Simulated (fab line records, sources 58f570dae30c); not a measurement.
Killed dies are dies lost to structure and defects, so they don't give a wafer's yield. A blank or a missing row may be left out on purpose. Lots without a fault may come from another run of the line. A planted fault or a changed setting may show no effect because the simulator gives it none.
Which tool did it? | flow berkeley_cmos170 | 10 lots, 30 wafers sampled, at 2 steps of a route of 331

WHAT THE GAUGES READ, wafer by wafer
UCB170_NLDD_TW_MEAS_11.
lot  | measured     | on            | NLDD_TW
L975 | day 6 08:26  | film_metro-02 | 2241 2243 2244
L976 | day 6 09:20  | film_metro-02 | 2235 2236 2243
L977 | day 6 12:08  | film_metro-03 | 2228 2213 2224
L983 | day 7 21:36  | film_metro-02 | 2354 2362 2358
L985 | day 8 03:03  | film_metro-03 | 2332 2332 2346
L987 | day 8 13:29  | film_metro-03 | 2332 2342 2336
L989 | day 9 11:43  | film_metro-03 | 2209 2202 2210
L991 | day 9 16:59  | film_metro-03 | 2191 2207 2199
L994 | day 10 10:34 | film_metro-02 | 2236 2239 2242
L996 | day 10 11:24 | film_metro-02 | 2244 2240 2247

WHICH TOOL RAN EACH LOT (tool, then ch and the chambers of the sampled wafers, then the start)
lot  | UCB170_NLDD_IMPLANT_08
L975 | implanter-01 ch 0, day 6 08:02
L976 | implanter-03 ch 0, day 6 08:57
L977 | implanter-04 ch 0, day 6 11:44
L983 | implanter-03 ch 0, day 7 21:12
L985 | implanter-03 ch 0, day 8 02:39
L987 | implanter-03 ch 0, day 8 13:08
L989 | implanter-01 ch 0, day 9 11:21
L991 | implanter-01 ch 0, day 9 16:35
L994 | implanter-01 ch 0, day 10 10:11
L996 | implanter-01 ch 0, day 10 11:00
- UCB170_NLDD_IMPLANT_08

THE ANSWER, worked out from the rows above alone
Rule: what is usual is taken from the lots themselves. Put in order of their means at a reading, lots are off if they are a third of the lots or fewer, leave a main group of 4 or more, and stand apart from it by a gap of 3 or more times the standard deviation of the main group's means; of several such gaps the widest counts. A main group whose means are all the same, to the digits that the tables above print for the reading, isn't used. A lot without any number at a reading at which 4 lots or more have one is off too. The other lots that the step has rows for count as sound.
Off: L983, L985, L987, at UCB170_NLDD_TW_MEAS_11 (NLDD_TW). The main group: mean 2227, standard deviation 17.
A tool fits if, at a process step before that reading, it ran every lot that is off, and no sound lot after the first of them. The gauges at UCB170_NLDD_TW_MEAS_11 are tried like those tools. One fits: implanter-03 at UCB170_NLDD_IMPLANT_08. Its last sound lot is L976 (day 6 08:57), its first lot that is off L983 (day 7 21:12): a fault that began between those two fits.

WHAT THE SIMULATOR HAD PUT IN
Process parameter drift: implanter-03, from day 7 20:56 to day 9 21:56, at UCB170_NLDD_IMPLANT_08. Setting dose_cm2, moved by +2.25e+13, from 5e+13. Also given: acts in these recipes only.
Lots struck among those shown: L983, L985, L987. The rule above found the same.
